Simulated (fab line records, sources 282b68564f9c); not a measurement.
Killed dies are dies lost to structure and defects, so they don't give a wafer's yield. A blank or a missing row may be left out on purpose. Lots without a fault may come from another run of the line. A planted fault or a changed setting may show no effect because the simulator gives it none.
fab line records | flow rit_cmos
record lots=6 wafers=18 last_day=7
route steps=202 shown SILICIDE@167 CONTACT@168 M1@202
lots that met no fault: from a run of the same line without faults
start_h: hours from the record's first day to the start of the lot's first wafer shown | wait_h: hours since the lot's step before | " the same as in the row above | L1.1+2: a row that stands for several wafers | - no value, or no start given | * or withheld: withheld | < > ~ a bound
route shown NAME@n: a module of which the file shows steps, and the number in the route of the first | usual: mean/standard deviation of fault-free wafers | same: alike in all rows | chamber/n: place in a boat | sites: the reading at each site | _std_site: their standard deviation | _edge_site: outer sites' mean less inner sites' | radius_mm: how far each site lies from the wafer's centre | mask NAME#n: copy n | behind: the tool/chamber that last shaped the wafer | hold: why the lot was held/for how many hours/how that ended | device: the transistor (n, p or np) that didn't switch | end of line: the same wafers' tests at the end of the route | a step without rows: its recipe alone | killed: dies lost to structure and defects at the first sort, not the wafer's yield | map: a wafer's dies, x killed, . not, _ none there
set.NAME: the setting as run; set.NAME@STEP: as run at that earlier step | model.NAME: the simulator's own value behind a step, which no gauge read
lots at some steps of the route; a table a step, a row a wafer
services: from which hour (start_h, from the record's first day; less than 0 if before it) a tool's chamber was out of use, for how many hours, and why
## steps
# step RIT_SILICIDE_RTA_06
# recipe temp_c=750 time_s=10 idle_temp_c=25 ramp_up_s=5 ramp_down_s=10 cool_to_c=25 ambient=N2
# usual anneal_temp_c_max=753.2/0.92 wafer_temp_C_max=752.5/0.6
# columns lot.wafer tool chamber start_h wait_h anneal_temp_c_max wafer_temp_C_max
L657.3 rtp_anneal-01 0 62.45 0.0 753.9 752.3
L657.4 " 0 " " 754.6 751.8
L657.5 " 0 " " 753.4 751.7
L658.1 rtp_anneal-02 0 66.73 0.0 753.1 752.7
L658.3 " 0 " " 753.4 752.5
L658.5 " 0 " " 752.6 753.0
L668.2 rtp_anneal-02 0 115.81 0.0 752.8 753.2
L668.5 " 0 " " 753.1 752.9
L668.6 " 0 " " 753.4 752.7
L669.1 rtp_anneal-01 0 120.69 0.0 753.4 752.5
L669.3 " 0 " " 753.9 752.0
L669.4 " 0 " " 752.6 752.1
L673.1 rtp_anneal-01 0 140.37 0.0 754.3 751.6
L673.2 " 0 " " 753.0 752.1
L673.3 " 0 " " 754.2 752.2
L676.2 rtp_anneal-02 0 157.17 0.0 752.4 752.6
L676.4 " 0 " " 752.1 752.6
L676.5 " 0 " " 751.6 752.4
# step RIT_CONTACT_CVD_00
# recipe material=SiO2 target_thk_nm=400 precursor=TEOS temp_c=390 time_s=61 rf_w=400
# usual heater_power_w=313/45 susceptor_temp_C=389.99/0.22
# columns lot.wafer tool chamber start_h wait_h heater_power_w susceptor_temp_C
L657.3 pecvd-03 1 62.49 0.0 280 389.96
L657.4 " 0 " " 292 390.15
L657.5 " 2 " " 305 389.78
L658.1 pecvd-01 1 66.79 0.1 277 389.97
L658.3 " 0 " " 304 389.84
L658.5 " 2 " " 346 390.15
L668.2 pecvd-03 1 115.87 0.0 247 390.41
L668.5 " 2 " " 373 390.10
L668.6 " 1 " " 271 390.16
L669.1 pecvd-02 1 120.76 0.1 353 390.48
L669.3 " 2 " " 304 389.96
L669.4 " 1 " " 360 390.18
L673.1 pecvd-01 0 140.44 0.1 354 390.46
L673.2 " 1 " " 248 390.26
L673.3 " 2 " " 375 389.98
L676.2 pecvd-01 1 157.23 0.0 269 390.01
L676.4 " 0 " " 312 390.09
L676.5 " 2 " " 306 389.94
# step RIT_CONTACT_THK_MEAS_01
# recipe reads=SiO2_of_CONTACT_CVD_00
# usual CONTACT_TEOS_THK=399/4.7
# columns lot.wafer tool chamber start_h wait_h CONTACT_TEOS_THK[nm]
L657.3 film_metro-04 - 62.56 0.0 398
L657.4 " - " " 407
L657.5 " - " " 407
L658.1 film_metro-01 - 66.84 0.0 400
L658.3 " - " " 394
L658.5 " - " " 407
L668.2 film_metro-04 - 115.93 0.0 386
L668.5 " - " " 401
L668.6 " - " " 398
L669.1 film_metro-01 - 120.81 0.0 392
L669.3 " - " " 386
L669.4 " - " " 396
L673.1 film_metro-04 - 140.49 0.0 398
L673.2 " - " " 396
L673.3 " - " " 401
L676.2 film_metro-03 - 157.29 0.0 399
L676.4 " - " " 405
L676.5 " - " " 408
# step RIT_CONTACT_HMDS_02
# recipe prime_time_s=60 prime_temp_c=140
# step RIT_CONTACT_COAT_03
# recipe resist=NOVOLAK spin_rpm=3250 resist_thk_nm=1000
# step RIT_CONTACT_SOFTBAKE_04
# recipe resist=NOVOLAK temp_c=90 time_s=60
# step RIT_CONTACT_EXPOSE_05
# recipe mask_id=M11 na=0.6 source_shape=conventional sigma_outer=0.5 target_cd_nm=1000 dose_mj=250
# step RIT_CONTACT_PEB_06
# recipe resist=NOVOLAK temp_c=withheld time_s=withheld
# step RIT_CONTACT_DEVELOP_07
# recipe resist=NOVOLAK develop_time_s=120 dev_temp_c=23
# step RIT_CONTACT_CD_MEAS_08
# recipe target_cd_nm=1000
# usual cd_nm=1000.1/1.9
# columns lot.wafer tool chamber start_h wait_h cd_nm
L657.3 cd_sem-02 - 63.79 - 998.3
L657.4 " - " " 1000.7
L657.5 " - " " 1000.2
L658.1 cd_sem-02 - 67.99 - 999.0
L658.3 " - " " 1002.0
L658.5 " - " " 1000.4
L668.2 cd_sem-02 - 117.10 - 999.8
L668.5 " - " " 1000.4
L668.6 " - " " 999.0
L669.1 cd_sem-02 - 121.96 - 1000.8
L669.3 " - " " 1000.4
L669.4 " - " " 999.8
L673.1 cd_sem-01 - 141.69 - 1000.7
L673.2 " - " " 1000.6
L673.3 " - " " 1001.0
L676.2 cd_sem-01 - 158.32 - 998.1
L676.4 " - " " 998.8
L676.5 " - " " 998.6
# step RIT_CONTACT_OVL_MEAS_09
# usual CONTACT_OVL=0.7/1.2
# columns lot.wafer tool chamber start_h wait_h CONTACT_OVL[nm]
L657.3 overlay-02 - 63.88 0.1 2.8
L657.4 " - " " 2.8
L657.5 " - " " 2.4
L658.1 overlay-02 - 68.11 0.1 0.2
L658.3 " - " " 0.3
L658.5 " - " " -0.4
L668.2 overlay-02 - 117.21 0.1 -0.6
L668.5 " - " " 0.2
L668.6 " - " " -2.0
L669.1 overlay-01 - 122.08 0.1 1.9
L669.3 " - " " 3.2
L669.4 " - " " 1.9
L673.1 overlay-02 - 141.81 0.1 -2.4
L673.2 " - " " -0.6
L673.3 " - " " -1.2
L676.2 overlay-01 - 158.43 0.1 2.2
L676.4 " - " " 2.4
L676.5 " - " " 2.8
# step RIT_CONTACT_HARDBAKE_10
# recipe resist=NOVOLAK temp_c=140 time_s=60
# step RIT_CONTACT_ETCH_11
# recipe target_depth_a=4800 over_etch_frac=0.2 stop_on=TiSi2 chemistry=CHF3/CF4/Ar target=SiO2 CHF3_flow_sccm=50 cf4_flow_sccm=10 Ar_flow_sccm=100 O2_flow_sccm=5 pressure_mtorr=100 rf_w=200 time_s=320
# usual cf4_flow_sccm=10.00/0.034 drypump_motor_current_A=5.8/0.36 oes_product_au=0.995/0.016 run_length_s=348.3/0.46 throttle_valve_pct=8.90/0.1
# columns lot.wafer tool chamber start_h wait_h cf4_flow_sccm drypump_motor_current_A oes_product_au rf_hours_counter_h run_length_s throttle_valve_pct model.NOVOLAK_of_CONTACT_COAT_03.thk_nm
L657.3 rie_diel-01 0 64.06 0.1 10.03 5.7 1.006 92 347.6 8.89 772.8
L657.4 " 1 " " 9.99 6.0 1.009 8 348.7 8.80 763.6
L657.5 " 1 " " 9.98 6.0 1.016 - 349.4 8.80 766.8
L658.1 rie_diel-02 2 68.30 0.1 10.07 5.5 0.969 119 348.4 8.93 764.4
L658.3 " 0 " " 10.07 6.3 0.972 1 348.5 8.93 764.3
L658.5 " 1 " " 9.96 5.8 0.984 - 347.6 9.02 764.3
L668.2 rie_diel-01 0 117.39 0.1 10.01 5.7 1.004 93 347.6 8.89 773.5
L668.5 " 3 " " 9.95 5.2 1.008 - 406.0 8.94 749
L668.6 " 2 " " 9.96 6.5 0.980 - 348.5 9.07 770.3
L669.1 rie_diel-01 2 122.26 0.1 10.01 6.5 0.986 144 348.9 9.08 764.2
L669.3 " 3 " " 9.96 5.2 1.008 7 406.4 8.95 744.1
L669.4 " 2 " " 9.96 6.5 0.989 - 348.4 9.07 766.6
L673.1 rie_diel-02 2 141.99 0.1 9.98 5.5 0.979 120 348.8 8.93 761.2
L673.2 " 1 " " 10.01 5.8 0.985 89 347.7 9.04 761.5
L673.3 " 3 " " 10.00 5.5 1.019 4 348.4 8.86 762.1
L676.2 rie_diel-03 2 158.61 0.1 10.00 5.9 0.987 8 348.0 8.81 766.3
L676.4 " 1 " " 10.05 5.4 0.985 0 348.0 8.66 767.3
L676.5 " 0 " " 10.09 5.8 0.985 - 348.8 8.84 772.4
# step RIT_CONTACT_STRIP_12
# recipe chemistry=O2 time_s=180 resist=NOVOLAK platen_temp_c=withheld power_w=500 pressure_mtorr=4000 o2_flow_sccm=4000
# usual drypump_motor_current_A=5.7/0.31
# columns lot.wafer tool chamber start_h wait_h drypump_motor_current_A rf_hours_counter_h
L657.3 plasma_asher-04 1 64.31 0.2 6.5 -
L657.4 " 0 " " 5.5 -
L657.5 " 0 " " 5.4 -
L658.1 plasma_asher-04 1 68.50 0.1 6.5 43
L658.3 " 1 " " 6.5 -
L658.5 " 0 " " 5.5 -
L668.2 plasma_asher-02 0 117.59 0.1 5.6 50
L668.5 " 0 " " 5.6 -
L668.6 " 1 " " 5.7 -
L669.1 plasma_asher-03 0 122.46 0.1 5.5 33
L669.3 " 1 " " 5.4 -
L669.4 " 0 " " 5.5 -
L673.1 plasma_asher-04 1 142.19 0.1 6.5 2
L673.2 " 0 " " 5.5 2
L673.3 " 0 " " 5.5 -
L676.2 plasma_asher-04 1 158.80 0.1 6.5 4
L676.4 " 1 " " 6.4 -
L676.5 " 1 " " 6.5 -
# step RIT_M1_PROBE_99
# usual killed_at_M0_to_M3=0.0/0.12 killed_at_contacts=0.1/0.25 killed_at_front_end=6.8/2.7 killed_dies=6.8/2.7 killed_open=3.4/1.8 killed_short=3.5/1.7
# same gross_dies=264 killed_at_M4_up=0 killed_at_back_side=0 killed_at_other=0
# columns lot.wafer tool chamber start_h wait_h killed_at_M0_to_M3 killed_at_contacts killed_at_front_end killed_dies killed_open killed_short
L657.3 prober-02 - 69.13 0.2 0 0 9 9 5 4
L657.4 prober-02 - 69.18 0.2 0 0 7 7 4 3
L657.5 prober-02 - 69.23 0.2 0 0 8 8 3 5
L658.1 prober-01 - 73.15 0.1 0 0 8 8 4 4
L658.3 prober-01 - 73.25 0.2 0 0 4 4 2 2
L658.5 prober-01 - 73.35 0.2 0 0 6 6 3 3
L669.1 prober-01 - 128.80 1.5 0 0 8 8 5 3
L669.3 prober-01 - 128.90 1.5 0 0 9 9 4 5
L669.4 prober-01 - 128.95 1.6 0 0 10 10 4 6
L668.2 prober-01 - 129.15 1.7 0 0 13 13 5 8
L668.5 prober-01 - 129.30 1.8 0 0 6 6 4 2
L668.6 prober-01 - 129.35 1.8 0 0 2 2 1 1
L673.1 prober-01 - 146.85 0.1 0 0 5 5 3 2
L673.2 prober-01 - 146.90 0.1 0 0 9 9 3 6
L673.3 prober-01 - 146.95 0.2 1 0 6 7 4 3
L676.2 prober-01 - 163.53 0.1 0 1 10 11 5 6
L676.4 prober-01 - 163.63 0.2 0 0 4 4 2 2
L676.5 prober-01 - 163.68 0.2 0 0 3 3 1 2
# killed by level:class
L657.3 GATE:geometric_particle:short=2 SPACER:geometric_particle:open=2 SILICIDE:geometric_particle:short=2 FOX2:geometric_particle:open=1 GATE:geometric_particle:open=1 REOX:geometric_particle:open=1
L657.4 SILICIDE:geometric_particle:short=2 FOX1:geometric_particle:short=1 FOX1:geometric_particle:open=1 GATE:geometric_particle:open=1 REOX:geometric_particle:open=1 SPACER:geometric_particle:open=1
L657.5 FOX1:geometric_particle:short=3 GATE:geometric_particle:short=2 FOX1:geometric_particle:open=1 GATE:geometric_particle:open=1 SPACER:geometric_particle:open=1
L658.1 FOX1:geometric_particle:short=2 GATE:geometric_particle:open=2 SPACER:geometric_particle:short=2 FOX2:geometric_particle:open=1 REOX:geometric_particle:open=1
L658.3 FOX1:geometric_particle:open=1 FOX1:geometric_particle:short=1 REOX:geometric_particle:open=1 SPACER:geometric_particle:short=1
L658.5 GATE:geometric_particle:open=2 FOX1:geometric_particle:short=1 GATE:geometric_particle:short=1 SPACER:geometric_particle:open=1 SILICIDE:geometric_particle:short=1
L669.1 GATE:geometric_particle:short=3 FOX1:geometric_particle:open=2 SPACER:geometric_particle:open=2 GATE:geometric_particle:open=1
L669.3 GATE:geometric_particle:open=4 REOX:geometric_particle:short=3 FOX2:geometric_particle:short=1 GATE:geometric_particle:short=1
L669.4 GATE:geometric_particle:short=3 GATE:geometric_particle:open=2 FOX2:geometric_particle:short=1 REOX:geometric_particle:open=1 SPACER:geometric_particle:short=1 SPACER:geometric_particle:open=1 SILICIDE:geometric_particle:short=1
L668.2 FOX1:geometric_particle:short=3 GATE:geometric_particle:short=2 REOX:geometric_particle:open=2 SPACER:geometric_particle:short=2 FOX1:geometric_particle:open=1 GATE:geometric_particle:open=1 REOX:geometric_particle:short=1 SPACER:geometric_particle:open=1
L668.5 REOX:geometric_particle:short=2 SILICIDE:geometric_particle:open=2 GATE:geometric_particle:open=1 SPACER:geometric_particle:open=1
L668.6 REOX:geometric_particle:open=1 REOX:geometric_particle:short=1
L673.1 GATE:geometric_particle:open=2 FOX1:geometric_particle:short=1 FOX1:geometric_particle:open=1 REOX:geometric_particle:short=1
L673.2 GATE:geometric_particle:short=2 REOX:geometric_particle:short=2 FOX1:geometric_particle:short=1 GATE:geometric_particle:open=1 REOX:geometric_particle:open=1 SPACER:geometric_particle:open=1 SPACER:geometric_particle:short=1
L673.3 FOX1:geometric_particle:open=2 GATE:geometric_particle:open=1 SILICIDE:geometric_particle:short=1 REOX:geometric_particle:short=1 SPACER:geometric_particle:open=1 M1:geometric_particle:short=1
L676.2 GATE:geometric_particle:short=3 GATE:geometric_particle:open=2 FOX1:geometric_particle:short=1 FOX1:geometric_particle:open=1 FOX2:geometric_particle:short=1 REOX:geometric_particle:short=1 SILICIDE:geometric_particle:open=1 CONTACT:geometric_particle:open=1
L676.4 GATE:geometric_particle:short=1 REOX:geometric_particle:open=1 REOX:geometric_particle:short=1 SILICIDE:geometric_particle:open=1
L676.5 FOX1:geometric_particle:short=1 GATE:geometric_particle:short=1 SILICIDE:geometric_particle:open=1
## services
# columns tool chamber start_h hours kind
rie_diel-03 0 46.53 12.1 repair
pecvd-02 - 52.59 14.6 pm
pecvd-03 0 55.32 4.3 repair
pecvd-03 - 57.99 2.8 pm
rtp_anneal-01 - 66.52 0.7 pm
pecvd-01 - 67.24 0.8 repair
pecvd-01 - 71.22 28.1 pm
plasma_asher-04 - 78.79 21.3 repair
rie_diel-02 0 90.66 1.9 repair
rie_diel-01 3 95.37 2.0 repair
rie_diel-03 1 105.81 - clean
rie_diel-03 1 105.81 32.3 scheduled_down
rie_diel-03 1 105.81 32.3 vent_cycle
rie_diel-01 1 107.04 16.2 repair
plasma_asher-04 - 108.75 9.0 pm
plasma_asher-04 0 108.75 9.0 vent_cycle
plasma_asher-04 1 108.75 9.0 vent_cycle
plasma_asher-04 0 117.75 - clean
plasma_asher-04 1 117.75 - clean
plasma_asher-02 - 126.35 4.3 pm
pecvd-03 - 128.55 0.3 repair
rie_diel-02 - 132.06 2.8 pm
rie_diel-02 0 135.72 15.4 repair
## key
first_sign step=RIT_CONTACT_ETCH_11 reading=run_length_s direction=up sigmas=99+ usual=* struck=*
effect none on later readings
model_effect step=RIT_CONTACT_ETCH_11 value=NOVOLAK_of_CONTACT_COAT_03.thk_nm without=766.9 struck=746.6
met_at RIT_CONTACT_ETCH_11
struck_wafers L668.5,L669.3
tester_left_out L668,L669
fault kind=process_parameter_drift tool=rie_diel-01 chamber=3 onset_h=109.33 steps=RIT_CONTACT_ETCH_11 channel=time_s offset=* shape=step end_h=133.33 acts_in=* stated=*
# tester_left_out: of these lots the tester's yield and bins aren't shown, on N5 and GAA mostly nor the transistor test; their killed dies are dies lost to structure and defects alone, not to doping, threshold or leakage, so they don't give the yield
